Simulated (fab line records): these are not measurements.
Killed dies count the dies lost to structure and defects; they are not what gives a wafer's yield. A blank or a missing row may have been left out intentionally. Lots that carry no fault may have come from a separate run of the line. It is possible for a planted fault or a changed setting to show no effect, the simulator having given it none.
Which tool did it? || flow rit_cmos || 45 wafers from 15 lots sampled at 2 of the route's 202 steps

== WHAT THE GAUGES READ, wafer by wafer ==
RIT_ACTIVE_THK_MEAS_04.
{"lot": "L842", "measured": "day 1 14:08", "on": "film_metro-01", "ACTIVE_NITRIDE_THK (nm)": "149.7 149.9 149.8"}
{"lot": "L843", "measured": "day 1 20:15", "on": "film_metro-02", "ACTIVE_NITRIDE_THK (nm)": "148.6 148.1 148.2"}
{"lot": "L844", "measured": "day 1 23:52", "on": "film_metro-03", "ACTIVE_NITRIDE_THK (nm)": "149.3 148.9 147.0"}
{"lot": "L845", "measured": "day 2 04:32", "on": "film_metro-02", "ACTIVE_NITRIDE_THK (nm)": "149.5 149.8 148.7"}
{"lot": "L846", "measured": "day 2 10:19", "on": "film_metro-03", "ACTIVE_NITRIDE_THK (nm)": "149.7 150.6 149.9"}
{"lot": "L848", "measured": "day 2 22:17", "on": "film_metro-03", "ACTIVE_NITRIDE_THK (nm)": "148.4 149.0 148.3"}
{"lot": "L849", "measured": "day 3 01:36", "on": "film_metro-01", "ACTIVE_NITRIDE_THK (nm)": "151.4 150.4 149.9"}
{"lot": "L854", "measured": "day 4 01:32", "on": "film_metro-03", "ACTIVE_NITRIDE_THK (nm)": "148.6 149.3 148.0"}
{"lot": "L856", "measured": "day 4 13:35", "on": "film_metro-03", "ACTIVE_NITRIDE_THK (nm)": "121.4 121.9 121.2"}
{"lot": "L857", "measured": "day 4 18:25", "on": "film_metro-02", "ACTIVE_NITRIDE_THK (nm)": "121.4 121.3 119.9"}
{"lot": "L858", "measured": "day 4 22:40", "on": "film_metro-02", "ACTIVE_NITRIDE_THK (nm)": "150.7 151.2 152.4"}
{"lot": "L859", "measured": "day 5 03:52", "on": "film_metro-02", "ACTIVE_NITRIDE_THK (nm)": "122.9 122.1 120.8"}
{"lot": "L862", "measured": "day 5 19:44", "on": "film_metro-03", "ACTIVE_NITRIDE_THK (nm)": "152.6 152.6 151.9"}
{"lot": "L863", "measured": "day 6 03:02", "on": "film_metro-02", "ACTIVE_NITRIDE_THK (nm)": "149.5 148.9 149.4"}
{"lot": "L864", "measured": "day 6 13:44", "on": "film_metro-02", "ACTIVE_NITRIDE_THK (nm)": "146.4 148.5 149.4"}

== TOOL THAT RAN EACH LOT (tool first, then ch and the chambers of the sampled wafers, then the start) ==
{"lot": "L842", "RIT_ACTIVE_CVD_03": "lpcvd-01 ch 1, day 1 12:43"}
{"lot": "L843", "RIT_ACTIVE_CVD_03": "lpcvd-02 ch 0, day 1 18:07"}
{"lot": "L844", "RIT_ACTIVE_CVD_03": "lpcvd-02 ch 0, day 1 22:27"}
{"lot": "L845", "RIT_ACTIVE_CVD_03": "lpcvd-01 ch 0, day 2 03:07"}
{"lot": "L846", "RIT_ACTIVE_CVD_03": "lpcvd-01 ch 1, day 2 08:54"}
{"lot": "L848", "RIT_ACTIVE_CVD_03": "lpcvd-02 ch 0, day 2 20:51"}
{"lot": "L849", "RIT_ACTIVE_CVD_03": "lpcvd-02 ch 1, day 3 00:11"}
{"lot": "L854", "RIT_ACTIVE_CVD_03": "lpcvd-01 ch 1, day 4 00:07"}
{"lot": "L856", "RIT_ACTIVE_CVD_03": "lpcvd-01 ch 1, day 4 12:10"}
{"lot": "L857", "RIT_ACTIVE_CVD_03": "lpcvd-01 ch 1, day 4 17:01"}
{"lot": "L858", "RIT_ACTIVE_CVD_03": "lpcvd-02 ch 0, day 4 21:15"}
{"lot": "L859", "RIT_ACTIVE_CVD_03": "lpcvd-01 ch 0, day 5 02:26"}
{"lot": "L862", "RIT_ACTIVE_CVD_03": "lpcvd-02 ch 1, day 5 18:19"}
{"lot": "L863", "RIT_ACTIVE_CVD_03": "lpcvd-02 ch 1, day 6 01:35"}
{"lot": "L864", "RIT_ACTIVE_CVD_03": "lpcvd-02 ch 0, day 6 12:19"}
- RIT_ACTIVE_CVD_03: deposits Si3N4 from SiH2Cl2/NH3, target thk 150 nm, time 1500 s.

== AS READ BY THE TOOLS THEMSELVES (means over the sampled wafers that have a number; for cases with no such wafer, the mark the record gives instead) ==
RIT_ACTIVE_CVD_03.
{"lot": "L842", "tool": "lpcvd-01", "pressure_mtorr (mTorr)": 299.4}
{"lot": "L843", "tool": "lpcvd-02", "pressure_mtorr (mTorr)": 299.7}
{"lot": "L844", "tool": "lpcvd-02", "pressure_mtorr (mTorr)": 300.7}
{"lot": "L845", "tool": "lpcvd-01", "pressure_mtorr (mTorr)": 299.3}
{"lot": "L846", "tool": "lpcvd-01", "pressure_mtorr (mTorr)": 299.5}
{"lot": "L848", "tool": "lpcvd-02", "pressure_mtorr (mTorr)": 301.0}
{"lot": "L849", "tool": "lpcvd-02", "pressure_mtorr (mTorr)": 300.5}
{"lot": "L854", "tool": "lpcvd-01", "pressure_mtorr (mTorr)": 299.1}
{"lot": "L856", "tool": "lpcvd-01", "pressure_mtorr (mTorr)": 149.8}
{"lot": "L857", "tool": "lpcvd-01", "pressure_mtorr (mTorr)": 149.7}
{"lot": "L858", "tool": "lpcvd-02", "pressure_mtorr (mTorr)": 300.1}
{"lot": "L859", "tool": "lpcvd-01", "pressure_mtorr (mTorr)": 150.8}
{"lot": "L862", "tool": "lpcvd-02", "pressure_mtorr (mTorr)": 300.1}
{"lot": "L863", "tool": "lpcvd-02", "pressure_mtorr (mTorr)": 299.2}
{"lot": "L864", "tool": "lpcvd-02", "pressure_mtorr (mTorr)": 299.2}

== THE ANSWER, worked out from the rows above alone ==
Rule: the lots themselves supply what counts as usual. The widest of any qualifying gaps counts: lots, ordered by their means at a reading, are off when they make up no more than a third of the lots, leave a main group of 4 or more, and stand apart from it by 3 or more times the standard deviation of that group's means. The tables above print the reading to a certain number of digits; a main group whose means all agree to those digits is not used. Also off: a lot with no number at a reading for which 4 or more lots have one. The other lots that the step has rows for count as sound. The gauges are gone through in route order, then the tools' own readings, and for those a lot's mean is taken as printed above. The first step at which some lot is off is used, and at that step the reading that is off furthest; a lot without a number counts as furthest.
Off: L856, L857, L859, at RIT_ACTIVE_THK_MEAS_04 (ACTIVE_NITRIDE_THK). Main group: mean 149.6 nm, sd 1.3.
A tool fits if, at a process step before that reading, it ran every lot that is off, and no sound lot after the first of them. The gauges at RIT_ACTIVE_THK_MEAS_04 aren't tried: what is off there is off at RIT_ACTIVE_CVD_03 too, on other tools, and a gauge's error can't cause that. One candidate fits, namely lpcvd-01 at RIT_ACTIVE_CVD_03. A fault onset in the window from L854 (day 4 00:07, its last sound lot) to L856 (day 4 12:10, its first lot off) fits.
The tool's own readings at RIT_ACTIVE_CVD_03 bear it out: on the lots that are off they differ by more than 5 times the standard deviation of the sound lots' means. pressure_mtorr reads 150.1 mTorr there against 299.8 mTorr on the sound lots.

== WHAT THE SIMULATOR HAD INSERTED ==
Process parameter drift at RIT_ACTIVE_CVD_03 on lpcvd-01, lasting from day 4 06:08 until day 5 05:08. From 300, the setting pressure_mtorr moved by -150. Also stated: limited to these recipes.
Lots struck among those shown: L856, L857, L859. The rule above reached the same finding.
